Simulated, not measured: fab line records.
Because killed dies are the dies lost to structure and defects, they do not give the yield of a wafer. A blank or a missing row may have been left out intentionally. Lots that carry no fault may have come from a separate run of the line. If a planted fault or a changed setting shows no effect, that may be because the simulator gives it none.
One fault seen from 2 desks -- flow berkeley-cmos170 -- each desk has only its own numbers; what lay behind them comes last

## DESK OF THE TOOL OWNER: plasma-asher-03
The tool's own readings at UCB170_M1_STRIP_13 (strips in O2): means of the sampled wafers that have a number, for each lot that ran on this tool. If a lot's mean is further than 4 standard deviations from the usual mean, the lot is out of limits and carries the mark OUT (the distance appears in the brackets).
Columns: A = drypump-motor-current-A at UCB170_M1_STRIP_13, usual 5.71 A; B = oes-product-au at UCB170_M1_STRIP_13, usual 0.720 a.u.
lot,first seen here,A,B
L127,day 8 04:53,5.65,0.720
L131,day 8 23:42,5.63,0.719
L129,day 9 01:44,5.72,0.718
L132,day 9 06:19,5.77,0.665 (-13) OUT
L134,day 9 22:02,5.73,0.680 (-9.2) OUT
L146,day 12 06:40,5.70,0.720
L147,day 12 06:58,5.64,0.723
Finding of this desk: L132, L134 out of limits; the first was L132 at day 9 06:19, on oes-product-au at UCB170_M1_STRIP_13. L127, L131, L129, L146, L147 stayed within limits.

## FROM THE METROLOGY DESK
Lot by lot, what the gauges showed, no matter which tool ran the lot: averages of those sampled wafers that carry a number. If a lot's mean is further than 4 standard deviations from the usual mean, the lot is out of limits and carries the mark OUT (the distance appears in the brackets).
Columns: A = NWELL_OXIDE_THK at UCB170_NWELL_THK_MEAS_02, usual 26.3 nm; B = FIELD_OXIDE_THK at UCB170_FIELD_THK_MEAS_02, usual 559 nm
lot,first seen here,A,B
L127,day 2 07:49,26.6,536
L128,day 2 15:20,25.6,563
L129,day 2 19:32,26.2,553
L130,day 2 19:32,25.6,551
L131,day 3 03:13,26.7,567
L132,day 3 09:11,26.3,561
L134,day 3 19:44,27.1,564
L140,day 5 01:01,27.0,561
L141,day 5 07:00,26.0,557
L145,day 5 21:43,25.9,558
L144,day 5 21:44,26.0,559
L146,day 6 07:28,26.6,562
L148,day 6 18:54,26.2,563
L147,day 6 18:55,26.1,554
This desk's finding: nothing out of limits on any of the 14 lots.

## TAKEN TOGETHER
The tool owner's desk could have raised an alarm at day 9 06:19, on L132, L134.
Metrology desk: nothing out of limits seen.
The metrology desk has L132, L134 on record, within its limits.
The lots listed all ran UCB170_M1_STRIP_13 on plasma-asher-03.

## WHAT THE SIMULATOR PUT IN
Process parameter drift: plasma-asher-03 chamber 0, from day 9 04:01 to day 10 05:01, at UCB170_M1_STRIP_13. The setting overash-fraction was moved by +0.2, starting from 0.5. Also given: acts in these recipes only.
Lots struck among those shown: L132, L134.
Delay in hours, fault start to first out-of-limits reading, by desk: the tool owner's desk at 2.
